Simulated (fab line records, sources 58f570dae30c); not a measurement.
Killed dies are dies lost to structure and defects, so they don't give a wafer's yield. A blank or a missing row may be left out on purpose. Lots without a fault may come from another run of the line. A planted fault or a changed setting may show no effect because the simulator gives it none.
fab line records | flow berkeley_cmos170
record lots=5 wafers=23
route steps=331 shown V2@299 M3@310
start_h: hours from the record's first day to the start of the lot's first wafer shown | wait_h: hours since the lot's step before | " the same as in the row above | L1.1+2: a row that stands for several wafers | - no value, or no start given | * or withheld: withheld | < > ~ a bound
route shown NAME@n: a module of which the file shows steps, and the number in the route of the first | usual: mean/standard deviation of fault-free wafers | same: alike in all rows | chamber/n: place in a boat | sites: the reading at each site | _std_site: their standard deviation | _edge_site: outer sites' mean less inner sites' | radius_mm: how far each site lies from the wafer's centre | mask NAME#n: copy n | behind: the tool/chamber that last shaped the wafer | hold: why the lot was held/for how many hours/how that ended | device: the transistor (n, p or np) that didn't switch | end of line: the same wafers' tests at the end of the route | a step without rows: its recipe alone | killed: dies lost to structure and defects at the first sort, not the wafer's yield | map: a wafer's dies, x killed, . not, _ none there
set.NAME: the setting as run; set.NAME@STEP: as run at that earlier step | model.NAME: the simulator's own value behind a step, which no gauge read
lots whose settings were changed on purpose; a table a step, a row a wafer
## steps
# step UCB170_V2_COAT_07
# recipe resist=KrF spin_rpm=1500 resist_thk_nm=900
# columns lot.wafer tool chamber start_h wait_h set.resist_thk_nm model.KrF_of_V2_COAT_07.thk_nm
L075.1 litho_track-01 0 194.22 0.1 900 894.8
L075.2 " 0 " " 900 895.7
L075.4 " 0 " " 900 897.6
L075.5 " 0 " " 900 896.8
L075.6 " 0 " " 900 895.4
L080.1 litho_track-01 0 214.16 0.1 900 897.9
L080.5 " 0 " " 900 897.4
L080.6 " 0 " " 900 896.5
L076.1 litho_track-01 0 214.61 0.1 932.4 933.6
L076.2 " 0 " " 932.4 929.7
L076.3 " 0 " " 900 895.7
L076.5 " 0 " " 900 895.5
L076.6 " 0 " " 900 900.5
L079.1 litho_track-01 0 215.06 0.1 916.2 920.7
L079.2 " 0 " " 900 904.9
L079.3 " 0 " " 916.2 921.5
L079.5 " 0 " " 900 904.6
L079.6 " 0 " " 900 901.6
L084.1 litho_track-01 0 239.45 0.1 900 900
L084.2 " 0 " " 900 896.9
L084.3 " 0 " " 900 899.4
L084.4 " 0 " " 900 897.6
L084.6 " 0 " " 900 897.5
# step UCB170_V2_SOFTBAKE_08
# recipe resist=KrF temp_c=130 time_s=60
# step UCB170_V2_EXPOSE_09
# recipe mask_id=VIA2 target_cd_nm=700 na=0.5 sigma_outer=0.6 source_shape=conventional dose_mj=37
# step UCB170_V2_ETCH_14
# recipe chemistry=CHF3/CF4/Ar target=SiO2 stop_on=Al CHF3_flow_sccm=45 cf4_flow_sccm=15 Ar_flow_sccm=150 pressure_mtorr=200 rf_w=700 target_depth_a=12500 over_etch_frac=0.25 time_s=291
# columns lot.wafer tool chamber start_h wait_h set.resist_thk_nm@V2_COAT_07 model.KrF_of_V2_COAT_07.thk_nm
L075.1 rie_diel-03 3 195.23 0.0 900 604.1
L075.2 " 1 " " 900 605.3
L075.4 " 0 " " 900 612.7
L075.5 " 1 " " 900 605.7
L075.6 " 2 " " 900 601.6
L080.1 rie_diel-01 2 215.54 0.0 900 615.1
L080.5 " 0 " " 900 612.1
L080.6 " 1 " " 900 598
L076.1 rie_diel-03 0 215.65 0.0 932.4 650.2
L076.2 " 1 " " 932.4 636
L076.3 " 3 " " 900 604.2
L076.5 " 3 " " 900 604.1
L076.6 " 2 " " 900 603.3
L079.1 rie_diel-03 2 215.91 0.0 916.2 624.6
L079.2 " 0 " " 900 620.8
L079.3 " 3 " " 916.2 630.9
L079.5 " 2 " " 900 609
L079.6 " 3 " " 900 611.8
L084.1 rie_diel-03 2 240.45 0.0 900 604.4
L084.2 " 1 " " 900 604
L084.3 " 3 " " 900 601.1
L084.4 " 1 " " 900 605.1
L084.6 " 2 " " 900 605.9
# step UCB170_V2_STRIP_15
# recipe chemistry=O2 power_w=400 pressure_mtorr=3500 platen_temp_c=withheld o2_flow_sccm=400 overash_fraction=0.5
# usual strip_time_to_endpoint_s=15.28/0.15
# columns lot.wafer tool chamber start_h wait_h set.resist_thk_nm@V2_COAT_07 strip_time_to_endpoint_s
L075.1 plasma_asher-02 1 195.40 0.1 900 15.17
L075.2 " 0 " " 900 15.19
L075.4 " 0 " " 900 15.36
L075.5 " 1 " " 900 15.21
L075.6 " 0 " " 900 15.11
L080.1 plasma_asher-04 0 215.72 0.1 900 15.44
L080.5 " 0 " " 900 15.36
L080.6 " 1 " " 900 15.02
L076.1 plasma_asher-03 1 215.83 0.1 932.4 16.20
L076.2 " 0 " " 932.4 15.84
L076.3 " 1 " " 900 15.17
L076.5 " 1 " " 900 15.18
L076.6 " 0 " " 900 15.13
L079.1 plasma_asher-02 1 216.09 0.1 916.2 15.65
L079.2 " 0 " " 900 15.57
L079.3 " 1 " " 916.2 15.81
L079.5 " 0 " " 900 15.29
L079.6 " 1 " " 900 15.36
L084.1 plasma_asher-04 0 240.63 0.1 900 15.18
L084.2 " 1 " " 900 15.16
L084.3 " 0 " " 900 15.10
L084.4 " 1 " " 900 15.20
L084.6 " 0 " " 900 15.21
# step UCB170_M3_SPUTTER_01
# recipe material=Al target_thk_nm=900 time_s=120 power_w=6000 chamber_pressure_pa=0.5
# columns lot.wafer tool chamber start_h wait_h set.power_w model.Al_of_M3_SPUTTER_01.thk_nm
L075.1 pvd_sputter-02 - 195.69 0.0 6000 896.6
L075.2 " - " " 6000 883.7
L075.4 " - " " 6000 905.7
L075.5 " - " " 6000 901.8
L075.6 " - " " 6000 913.7
L080.1 pvd_sputter-02 - 216.01 0.0 6000 876.1
L080.5 " - " " 6000 893.6
L080.6 " - " " 6000 887.5
L076.1 pvd_sputter-01 - 216.11 0.0 6000 894.8
L076.2 " - " " 6000 892.6
L076.3 " - " " 6000 894.5
L076.5 " - " " 6000 898.2
L076.6 " - " " 6000 904.1
L079.1 pvd_sputter-04 - 216.38 0.0 6000 875.7
L079.2 " - " " 6000 883.2
L079.3 " - " " 5495 809.7
L079.5 " - " " 5495 802.4
L079.6 " - " " 6000 882.7
L084.1 pvd_sputter-04 - 240.92 0.0 6000 922.9
L084.2 " - " " 6000 892
L084.3 " - " " 5315 797.3
L084.4 " - " " 5315 794.1
L084.6 " - " " 6000 896.7
# step UCB170_M3_RS_MEAS_02
# recipe thk_meas_gauge=four-point-probe reads=Al_of_M3_SPUTTER_01
# usual M3_AL_RS=0.0323/0.00041
# columns lot.wafer tool chamber start_h wait_h set.power_w@M3_SPUTTER_01 M3_AL_RS[ohm/sq]
L075.1 film_metro-01 - 195.77 0.0 6000 0.0323
L075.2 " - " " 6000 0.0328
L075.4 " - " " 6000 0.0320
L075.5 " - " " 6000 0.0321
L075.6 " - " " 6000 0.0317
L080.1 film_metro-04 - 216.09 0.0 6000 0.0331
L080.5 " - " " 6000 0.0323
L080.6 " - " " 6000 0.0326
L076.1 film_metro-01 - 216.20 0.0 6000 0.0323
L076.2 " - " " 6000 0.0324
L076.3 " - " " 6000 0.0323
L076.5 " - " " 6000 0.0322
L076.6 " - " " 6000 0.0320
L079.1 film_metro-04 - 216.46 0.0 6000 0.0331
L079.2 " - " " 6000 0.0327
L079.3 " - " " 5495 0.0358
L079.5 " - " " 5495 0.0362
L079.6 " - " " 6000 0.0327
L084.1 film_metro-04 - 241.00 0.0 6000 0.0313
L084.2 " - " " 6000 0.0324
L084.3 " - " " 5315 0.0363
L084.4 " - " " 5315 0.0365
L084.6 " - " " 6000 0.0323
# step UCB170_M3_THK_MEAS_03
# recipe thk_meas_gauge=xrf reads=Al_of_M3_SPUTTER_01
# usual M3_AL_THK=898/12
# columns lot.wafer tool chamber start_h wait_h set.power_w@M3_SPUTTER_01 M3_AL_THK[nm]
L075.1 film_metro-01 - 195.89 0.1 6000 899
L075.2 " - " " 6000 882
L075.4 " - " " 6000 907
L075.5 " - " " 6000 901
L075.6 " - " " 6000 910
L080.1 film_metro-04 - 216.21 0.1 6000 882
L080.5 " - " " 6000 897
L080.6 " - " " 6000 890
L076.1 film_metro-01 - 216.32 0.1 6000 899
L076.2 " - " " 6000 896
L076.3 " - " " 6000 898
L076.5 " - " " 6000 900
L076.6 " - " " 6000 904
L079.1 film_metro-04 - 216.58 0.1 6000 876
L079.2 " - " " 6000 883
L079.3 " - " " 5495 813
L079.5 " - " " 5495 801
L079.6 " - " " 6000 883
L084.1 film_metro-04 - 241.12 0.1 6000 928
L084.2 " - " " 6000 899
L084.3 " - " " 5315 797
L084.4 " - " " 5315 798
L084.6 " - " " 6000 905
# step UCB170_M3_DEVELOP_14
# recipe developer=TMAH develop_time_s=45 resist=KrF dev_temp_c=21
# columns lot.wafer tool chamber start_h wait_h set.develop_time_s
L075.1+2+5 litho_track-04 0 - - 38.86
L075.4+6 " 0 " " 45
L080.1+5+6 litho_track-04 0 - - 45
L076.1+6 litho_track-02 0 - - 45
L076.2+3+5 " 0 " " 39.91
L079.1+2+3+5+6 litho_track-02 0 - - 45
L084.1+4 litho_track-04 0 - - 50.13
L084.2+3+6 " 0 " " 45
# step UCB170_M3_ETCH_17
# recipe chemistry=N2/H2 target_depth_a=withheld overetch_a=withheld target=BARC time_s=withheld source_w=500 bias_w=100 pressure_mtorr=30 n2_flow_sccm=100 h2_flow_sccm=200
# step UCB170_M3_METAL_ETCH_18
# recipe chemistry=Cl2/BCl3 target=Al stop_on=SiO2 pressure_mtorr=12 target_depth_a=11700 over_etch_frac=0.3 time_s=195 icp_w=600 bias_w=120 Cl2_flow_sccm=90 bcl3_flow_sccm=45
# usual oes_product_au=0.854/0.01
# columns lot.wafer tool chamber start_h wait_h set.power_w@M3_SPUTTER_01 oes_product_au
L075.1 rie_metal-01 0 197.73 - 6000 0.847
L075.2 " 1 " " 6000 0.861
L075.4 " 1 " " 6000 0.875
L075.5 " 1 " " 6000 0.865
L075.6 " 0 " " 6000 0.850
L080.1 rie_metal-01 0 218.33 - 6000 0.835
L080.5 " 1 " " 6000 0.863
L080.6 " 0 " " 6000 0.834
L076.1 rie_metal-03 1 218.95 - 6000 0.854
L076.2 " 0 " " 6000 0.859
L076.3 " 1 " " 6000 0.851
L076.5 " 0 " " 6000 0.860
L076.6 " 1 " " 6000 0.858
L079.1 rie_metal-04 1 219.23 - 6000 0.841
L079.2 " 0 " " 6000 0.861
L079.3 " 1 " " 5495 0.811
L079.5 " 0 " " 5495 0.817
L079.6 " 1 " " 6000 0.840
L084.1 rie_metal-03 1 243.63 - 6000 0.862
L084.2 " 0 " " 6000 0.845
L084.3 " 0 " " 5315 0.806
L084.4 " 1 " " 5315 0.803
L084.6 " 1 " " 6000 0.856
## key
split step=UCB170_V2_COAT_07 setting=resist_thk_nm stated=900 by=wafer
response step=UCB170_V2_COAT_07 reading=model.KrF_of_V2_COAT_07.thk_nm change=+9.58 per=1% r=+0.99
response step=UCB170_V2_ETCH_14 reading=model.KrF_of_V2_COAT_07.thk_nm change=+10.3 per=1% r=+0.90
response step=UCB170_V2_STRIP_15 reading=strip_time_to_endpoint_s change=* per=1% r=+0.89
split step=UCB170_M3_SPUTTER_01 setting=power_w stated=6000 by=wafer
response step=UCB170_M3_SPUTTER_01 reading=model.Al_of_M3_SPUTTER_01.thk_nm change=+9.25 per=1% r=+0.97
response step=UCB170_M3_RS_MEAS_02 reading=M3_AL_RS change=-0.000383 per=1% r=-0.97
response step=UCB170_M3_THK_MEAS_03 reading=M3_AL_THK change=+9.53 per=1% r=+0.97
response step=UCB170_M3_METAL_ETCH_18 reading=oes_product_au change=+0.00418 per=1% r=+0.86
split step=UCB170_M3_DEVELOP_14 setting=develop_time_s stated=45 by=wafer
response none clear
